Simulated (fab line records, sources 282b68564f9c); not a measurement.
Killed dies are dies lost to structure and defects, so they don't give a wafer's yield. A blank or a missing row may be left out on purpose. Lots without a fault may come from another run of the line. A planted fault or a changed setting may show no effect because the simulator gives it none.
Split-lot experiment | flow rit_cmos | 5 lots, 23 wafers read, on a route of 202 steps

THE SPLIT
At RIT_PSD_IMPLANT_08, the setting energy_kev was moved away from the recipe's 27 on 11 of the 23 wafers read, by -5.4% to +5.1%. The other wafers ran this setting at the recipe's value.

FROM THE SPLIT TO THE READING: what the file shows between them, 1 step
- RIT_PSD_STRIP_09: strips in O2, time 180 s

THE READING
PSD_TW, at RIT_PSD_TW_MEAS_10. Fault-free wafers of this fab line usually give 3440, standard deviation 12.

wafer  | tool, chamber at the split | energy_kev as run | against the recipe | PSD_TW | against lot-mates on the recipe
L077.1 | implanter-01, 0            | 28.38             | +5.1%              | 3500   | +38
L077.3 | implanter-01, 0            | 27                | recipe             | 3457   | -
L077.4 | implanter-01, 0            | 28.38             | +5.1%              | 3501   | +38
L077.5 | implanter-01, 0            | 28.38             | +5.1%              | 3496   | +34
L077.6 | implanter-01, 0            | 27                | recipe             | 3468   | -
L076.1 | implanter-02, 0            | 27                | recipe             | 3422   | -
L076.2 | implanter-02, 0            | 25.53             | -5.4%              | 3384   | -36
L076.3 | implanter-02, 0            | 25.53             | -5.4%              | 3387   | -32
L076.4 | implanter-02, 0            | 27                | recipe             | 3417   | -
L076.5 | implanter-02, 0            | 25.53             | -5.4%              | 3371   | -48
L078.1 | implanter-02, 0            | 27.66             | +2.4%              | 3477   | +23
L078.2 | implanter-02, 0            | 27.66             | +2.4%              | 3468   | +14
L078.3 | implanter-02, 0            | 27                | recipe             | 3452   | -
L078.4 | implanter-02, 0            | 27                | recipe             | 3452   | -
L078.5 | implanter-02, 0            | 27                | recipe             | 3457   | -
L079.1 | implanter-02, 0            | 27                | recipe             | 3427   | -
L079.5 | implanter-02, 0            | 27                | recipe             | 3436   | -
L079.6 | implanter-02, 0            | 27                | recipe             | 3429   | -
L082.1 | implanter-01, 0            | 25.72             | -4.7%              | 3395   | -52
L082.2 | implanter-01, 0            | 25.72             | -4.7%              | 3405   | -42
L082.3 | implanter-01, 0            | 27                | recipe             | 3459   | -
L082.4 | implanter-01, 0            | 27                | recipe             | 3434   | -
L082.6 | implanter-01, 0            | 25.72             | -4.7%              | 3376   | -70

THE FIT
A straight line over all 23 wafers: PSD_TW changes by +11.1 for each +1% of energy_kev; r = +0.94; the points scatter about the line by 13.
The same after taking each lot's own level away (the mean of its wafers on the recipe; 23 wafers): +8.27 for each +1%; r = +0.95; scatter 9.5.
On that fit, the largest move of energy_kev shifts the reading by 45.
The lots' own levels span 3419.5 to 3462.5, that is 3.6 times the standard deviation above.
So the lot-to-lot level changes the slope: the two fits differ.
Check: with one of the wafers moved furthest among these (-5.4%) left out of the fit, the line predicts -49.1 for it against its lot-mates. It came out at -35.5 against them.

OTHER SPLITS ON THESE WAFERS
These wafers also went through other splits before the reading. Each is held against what the fit with the lots' levels taken away leaves over:
other split on the same wafers     | wafers away from the commonest value | r with PSD_TW (lot level and that fit taken away)
RIT_GATE_OXIDATION_05 ox_time_s    | 18                                   | +0.00
RIT_GATE_CVD_08 pressure_mtorr     | 15                                   | -0.37
RIT_GATE_EXPOSE_13 dose_mj         | 8                                    | +0.08
RIT_REOX_OXIDATION_03 temp_c       | 15                                   | -0.03
RIT_NLDD_COAT_01 spin_rpm          | 6                                    | -0.03
RIT_NLDD_IMPLANT_08 energy_kev     | 10                                   | -0.05
RIT_PLDD_DEVELOP_05 develop_time_s | 8                                    | +0.23
RIT_SPACER_CVD_03 pressure_mtorr   | 18                                   | -0.04
RIT_NSD_IMPLANT_08 dose_cm2        | 4                                    | -0.30

THE WHOLE CHAIN: every reading that the file lists as answering this split, in the file's order
step               | what it does | reading                                                         | change (the file's fit)               | r (the file's)
RIT_PSD_IMPLANT_08 |              | implant.rp_nm (the simulator's own value, which no gauge read)  | +0.179 nm for each +1% of the setting | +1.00
RIT_PSD_IMPLANT_08 |              | implant.drp_nm (the simulator's own value, which no gauge read) | +0.085 nm for each +1% of the setting | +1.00
RIT_PSD_TW_MEAS_10 |              | PSD_TW                                                          | +8.33 for each +1% of the setting     | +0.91

THE FILE'S OWN FIT
PSD_TW changes by +8.33 for each +1% of energy_kev, r = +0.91.
